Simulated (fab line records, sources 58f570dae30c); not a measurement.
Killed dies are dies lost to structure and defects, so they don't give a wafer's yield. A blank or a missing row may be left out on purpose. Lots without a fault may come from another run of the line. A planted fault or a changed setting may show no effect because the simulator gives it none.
Problem report in the 8D (eight disciplines) form, filled by code | flow berkeley_cmos170 | the parts of the form that need people (team, actions taken, sign-off) are left out

1. THE PROBLEM
V1_TEOS_THK at UCB170_V1_THK_MEAS_01 reads a mean of 3408 nm on 6 wafers of 2 lots; wafers without a fault read 2007 nm with a standard deviation of 28. That is +50 standard deviations from the usual mean.
First seen on wafer L623.1, day 11 03:19, on film_metro-02. The record holds 42 wafers of 14 lots with a number at this step. Rule for "out", or "out of limits": more than 4 standard deviations from the usual mean. The other wafers with a number count as sound.

2. WHAT IT IS AND WHAT IT IS NOT
question                    | is                           | is not
which readings at this step | V1_TEOS_THK                  | -
which lots                  | L623, L626                   | L610, L611, L612, L613, L614, L615, L616, L625, L629, L630, L632, L633
which wafers of those lots  | all that have a number       | -
read on which gauges        | film_metro-01, film_metro-02 | film_metro-04
when                        | from day 11 03:19            | up to then (21 sound wafers); but 15 sound wafers of L625, L629, L630, L632, L633 came after

3. SUSPECTS, AND WHAT RULES EACH OUT
Counting: a tool at a process step up to the reading stays a suspect if it ran every lot that is out and no sound lot after the first of them.
- the gauge at UCB170_V1_THK_MEAS_01: ruled out. The wafers that are out were read on 2 gauges (film_metro-01, film_metro-02).
- plasma_asher-03 at UCB170_NLDD_STRIP_10 (strips in O2): ruled out as a lasting fault. Sound lots L629 ran on it after its first lot that is out, L623 (day 10 07:11).
- pecvd-01 at UCB170_V1_CVD_00 (deposits SiO2 from TEOS/O2, target thk 2000 nm, time 250 s): kept. It ran every lot that is out, first L623 (day 11 03:10), and no sound lot after that; its last sound lot up to then is L614 (day 8 18:01).
Left after counting: pecvd-01 at UCB170_V1_CVD_00.

4. THE CAUSE (what the simulator had put in)
Process parameter drift: pecvd-01, from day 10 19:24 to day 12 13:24, at UCB170_V1_CVD_00. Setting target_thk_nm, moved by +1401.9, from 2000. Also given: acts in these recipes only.
Counting left only this tool.

5. THE CHAIN OF EFFECTS, in route order
Each row: a reading whose mean over the struck wafers that have a number lies more than 3 standard deviations from the usual. Only readings for which the record gives a usual standard deviation are gone through. hours: the time from each lot's start at the first step in this table that gives one to its start at this step, as a median over the lots. sigmas: the change in usual standard deviations.
hours | step                  | reading     | usual   | on struck wafers | change | sigmas
0     | UCB170_V1_THK_MEAS_01 | V1_TEOS_THK | 2007 nm | 3408             | +1400  | +50

6. WHAT WOULD HAVE CAUGHT IT SOONER
In this record the first reading out of limits at a measuring or inspecting step was taken at day 11 03:19, 8 hours after the fault began at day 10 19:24.
Of the tool readings at UCB170_V1_CVD_00 for which the record gives a usual standard deviation, none was out on any struck wafer, so an alarm limit of 4 standard deviations on them would not have fired.
Of the lots that are out (2), L626 began UCB170_V1_CVD_00 on pecvd-01 after day 11 03:19. A hold on the tool at that time would have spared it.
